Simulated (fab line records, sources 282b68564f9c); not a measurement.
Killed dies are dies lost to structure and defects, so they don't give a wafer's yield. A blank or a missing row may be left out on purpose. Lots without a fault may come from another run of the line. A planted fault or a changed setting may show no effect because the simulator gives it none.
Which tool did it? | flow rit_cmos | 14 lots, 42 wafers sampled, at 2 steps of a route of 202

WHAT THE GAUGES READ, wafer by wafer
RIT_ACTIVE_CD_MEAS_11: target cd 1400 nm.
lot  | measured    | on        | cd_nm (nm)
L417 | day 1 19:36 | cd_sem-01 | 1400.5 1401.0 1399.3
L418 | day 2 01:13 | cd_sem-01 | 1404.2 1405.9 1403.9
L419 | day 2 05:39 | cd_sem-01 | 1396.9 1398.2 1395.9
L421 | day 2 15:34 | cd_sem-01 | 1408.0 1409.0 1405.2
L423 | day 3 01:38 | cd_sem-02 | 1403.5 1404.3 1404.1
L424 | day 3 06:28 | cd_sem-02 | 1407.7 1407.9 1407.9
L425 | day 3 11:43 | cd_sem-01 | 1405.5 1406.5 1405.0
L431 | day 4 17:26 | cd_sem-01 | 1399.8 1398.8 1399.2
L434 | day 5 09:52 | cd_sem-01 | 1397.9 1399.2 1399.9
L435 | day 5 14:35 | cd_sem-02 | 1402.7 1401.9 1402.1
L436 | day 5 18:48 | cd_sem-01 | 1398.6 1398.9 1397.3
L437 | day 5 23:49 | cd_sem-01 | 1396.2 1400.1 1399.0
L438 | day 6 07:21 | cd_sem-02 | 1400.3 1398.4 1399.1
L439 | day 6 10:19 | cd_sem-02 | 1400.9 1401.0 1401.8

WHICH TOOL RAN EACH LOT (tool, then ch and the chambers of the sampled wafers, then the start)
lot  | RIT_ACTIVE_DEVELOP_10
L417 | litho_track-02 ch 0, day 1 19:00
L418 | litho_track-04 ch 0, day 2 01:00
L419 | litho_track-02 ch 0, day 2 05:00
L421 | litho_track-02 ch 0, day 2 15:00
L423 | litho_track-03 ch 0, day 3 01:00
L424 | litho_track-02 ch 0, day 3 06:00
L425 | litho_track-03 ch 0, day 3 11:00
L431 | litho_track-03 ch 0, day 4 17:00
L434 | litho_track-04 ch 0, day 5 09:00
L435 | litho_track-02 ch 0, day 5 14:00
L436 | litho_track-04 ch 0, day 5 18:00
L437 | litho_track-03 ch 0, day 5 23:00
L438 | litho_track-02 ch 0, day 6 07:00
L439 | litho_track-03 ch 0, day 6 10:00
- RIT_ACTIVE_DEVELOP_10: develop time 50 s.

WHAT THE TOOLS THEMSELVES READ (means of the sampled wafers that have a number; where no wafer has one, the mark that the record gives instead)
RIT_ACTIVE_DEVELOP_10.
lot  | tool           | chill_plate_temp_C (C) | developer_temp_C (C)
L417 | litho_track-02 | 23.02                  | 23.01
L418 | litho_track-04 | 22.82                  | 22.84
L419 | litho_track-02 | 23.01                  | 22.97
L421 | litho_track-02 | 22.88                  | 25.30
L423 | litho_track-03 | 22.95                  | 22.90
L424 | litho_track-02 | 23.06                  | 25.22
L425 | litho_track-03 | 23.03                  | 22.91
L431 | litho_track-03 | 23.02                  | 22.91
L434 | litho_track-04 | 23.05                  | 23.20
L435 | litho_track-02 | 23.03                  | 23.12
L436 | litho_track-04 | 23.00                  | 23.01
L437 | litho_track-03 | 22.95                  | 23.04
L438 | litho_track-02 | 22.92                  | 22.78
L439 | litho_track-03 | 23.02                  | 22.95

THE ANSWER, worked out from the rows above alone
Rule: what is usual is taken from the lots themselves. Put in order of their means at a reading, lots are off if they are a third of the lots or fewer, leave a main group of 4 or more, and stand apart from it by a gap of 3 or more times the standard deviation of the main group's means; of several such gaps the widest counts. A main group whose means are all the same, to the digits that the tables above print for the reading, isn't used. A lot without any number at a reading at which 4 lots or more have one is off too. The other lots that the step has rows for count as sound. The gauges are gone through in route order, then the tools' own readings, and for those a lot's mean is taken as printed above. The first step at which some lot is off is used, and at that step the reading that is off furthest; a lot without a number counts as furthest.
Off: L421, L424, at RIT_ACTIVE_DEVELOP_10 (developer_temp_C). The main group: mean 22.97 C, standard deviation 0.11.
A tool fits if, at that step or a process step before it, it ran every lot that is off, and no sound lot after the first of them. None of those tried fits.

WHAT THE SIMULATOR HAD PUT IN
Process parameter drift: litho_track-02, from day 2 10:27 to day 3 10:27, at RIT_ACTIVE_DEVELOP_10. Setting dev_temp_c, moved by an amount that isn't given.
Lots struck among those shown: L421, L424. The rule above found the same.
